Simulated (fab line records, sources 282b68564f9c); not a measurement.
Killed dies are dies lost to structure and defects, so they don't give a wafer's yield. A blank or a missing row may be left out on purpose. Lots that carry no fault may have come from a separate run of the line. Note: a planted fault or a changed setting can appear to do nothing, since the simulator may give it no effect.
What tool caused it? / flow rit_cmos / 42 wafers from 14 lots sampled at 2 of the route's 202 steps

WHAT EACH GAUGE READ, for each wafer
RIT_M1_CD_MEAS_09: target cd 2600 nm. Usual: cd_nm at 2600.6 nm, with a standard deviation of 2.1.
lot=L823; measured=day 3 11:29; on=cd_sem-01; cd_nm (nm)=2598.5 2599.8 2595.4; flag=
lot=L824; measured=day 3 14:40; on=cd_sem-01; cd_nm (nm)=2598.3 2600.5 2599.4; flag=
lot=L825; measured=day 3 18:13; on=cd_sem-02; cd_nm (nm)=2600.8 2600.3 2603.0; flag=
lot=L826; measured=day 4 00:57; on=cd_sem-01; cd_nm (nm)=2603.7 2603.1 2602.8; flag=
lot=L827; measured=day 4 02:46; on=cd_sem-01; cd_nm (nm)=2600.1 2599.6 2600.7; flag=
lot=L828; measured=day 4 09:25; on=cd_sem-01; cd_nm (nm)=- - -; flag=OFF
lot=L829; measured=day 4 14:38; on=cd_sem-01; cd_nm (nm)=- - -; flag=OFF
lot=L830; measured=day 4 21:18; on=cd_sem-02; cd_nm (nm)=2601.4 2601.4 2601.5; flag=
lot=L838; measured=day 6 12:03; on=cd_sem-01; cd_nm (nm)=2602.3 2604.1 2600.9; flag=
lot=L839; measured=day 6 15:54; on=cd_sem-02; cd_nm (nm)=2602.0 2599.6 2598.3; flag=
lot=L841; measured=day 7 00:45; on=cd_sem-02; cd_nm (nm)=2596.4 2598.5 2598.6; flag=
lot=L842; measured=day 7 05:47; on=cd_sem-01; cd_nm (nm)=2602.6 2602.6 2601.1; flag=
lot=L844; measured=day 7 15:43; on=cd_sem-01; cd_nm (nm)=2598.2 2601.4 2600.0; flag=
lot=L846; measured=day 8 01:54; on=cd_sem-02; cd_nm (nm)=2599.6 2598.6 2597.6; flag=

EACH LOT AND THE TOOL THAT RAN IT (in order: tool; ch and the chambers of the sampled wafers; start)
lot=L823; RIT_M1_COAT_04=litho_track-02 ch 0, day 3 10:46
lot=L824; RIT_M1_COAT_04=litho_track-03 ch 0, day 3 13:49
lot=L825; RIT_M1_COAT_04=litho_track-02 ch 0, day 3 17:29
lot=L826; RIT_M1_COAT_04=litho_track-02 ch 0, day 4 00:06
lot=L827; RIT_M1_COAT_04=litho_track-03 ch 0, day 4 02:01
lot=L828; RIT_M1_COAT_04=litho_track-01, day 4 08:34
lot=L829; RIT_M1_COAT_04=litho_track-02, day 4 13:52
lot=L830; RIT_M1_COAT_04=litho_track-02 ch 0, day 4 20:35
lot=L838; RIT_M1_COAT_04=litho_track-02 ch 0, day 6 11:11
lot=L839; RIT_M1_COAT_04=litho_track-03 ch 0, day 6 15:03
lot=L841; RIT_M1_COAT_04=litho_track-01 ch 0, day 7 00:01
lot=L842; RIT_M1_COAT_04=litho_track-02 ch 0, day 7 05:04
lot=L844; RIT_M1_COAT_04=litho_track-03 ch 0, day 7 14:59
lot=L846; RIT_M1_COAT_04=litho_track-02 ch 0, day 8 01:02
- RIT_M1_COAT_04: resist thk 1300 nm.

AS READ BY THE TOOLS THEMSELVES (means over the sampled wafers that have a number; for cases with no such wafer, the mark the record gives instead)
RIT_M1_COAT_04. Usual: chill_plate_temp_C 23.01 C, standard deviation 0.12; dispense_pressure_kPa 51 kPa, standard deviation 4.4.
lot=L823; tool=litho_track-02; chill_plate_temp_C (C)=23.17; dispense_pressure_kPa (kPa)=49; flag=
lot=L824; tool=litho_track-03; chill_plate_temp_C (C)=23.00; dispense_pressure_kPa (kPa)=59; flag=
lot=L825; tool=litho_track-02; chill_plate_temp_C (C)=23.09; dispense_pressure_kPa (kPa)=49; flag=
lot=L826; tool=litho_track-02; chill_plate_temp_C (C)=22.94; dispense_pressure_kPa (kPa)=49; flag=
lot=L827; tool=litho_track-03; chill_plate_temp_C (C)=23.20; dispense_pressure_kPa (kPa)=59; flag=
lot=L828; tool=litho_track-01; chill_plate_temp_C (C)=-; dispense_pressure_kPa (kPa)=-; flag=OFF
lot=L829; tool=litho_track-02; chill_plate_temp_C (C)=-; dispense_pressure_kPa (kPa)=-; flag=OFF
lot=L830; tool=litho_track-02; chill_plate_temp_C (C)=22.80; dispense_pressure_kPa (kPa)=49; flag=
lot=L838; tool=litho_track-02; chill_plate_temp_C (C)=22.93; dispense_pressure_kPa (kPa)=49; flag=
lot=L839; tool=litho_track-03; chill_plate_temp_C (C)=23.13; dispense_pressure_kPa (kPa)=59; flag=
lot=L841; tool=litho_track-01; chill_plate_temp_C (C)=22.93; dispense_pressure_kPa (kPa)=49; flag=
lot=L842; tool=litho_track-02; chill_plate_temp_C (C)=23.03; dispense_pressure_kPa (kPa)=49; flag=
lot=L844; tool=litho_track-03; chill_plate_temp_C (C)=23.05; dispense_pressure_kPa (kPa)=59; flag=
lot=L846; tool=litho_track-02; chill_plate_temp_C (C)=22.91; dispense_pressure_kPa (kPa)=49; flag=

THE ANSWER, worked out from the rows above alone
Rule: a lot is off if the mean of its wafers that have a number lies more than 3 standard deviations from the usual mean. A lot without any number at a reading at which 4 lots or more have one is off too. All remaining lots with rows at the step are treated as sound. The gauges are gone through in route order, then the tools' own readings, and for those a lot's mean is taken as printed above. The first step at which some lot is off is used, and at that step the reading that is off furthest; a lot without a number counts as furthest.
Off at RIT_M1_CD_MEAS_09 (cd_nm): L828, L829. Without a number there: L828, L829.
If a tool, at a process step before that reading, ran all the lots that are off and no sound lot after the first of them, it fits. Not tried: the gauges at RIT_M1_CD_MEAS_09; whatever is off there is also off at RIT_M1_COAT_04, on other tools, and gauge error can't account for it. Not one of the candidates tried fits.

WHAT THE SIMULATOR HAD INSERTED
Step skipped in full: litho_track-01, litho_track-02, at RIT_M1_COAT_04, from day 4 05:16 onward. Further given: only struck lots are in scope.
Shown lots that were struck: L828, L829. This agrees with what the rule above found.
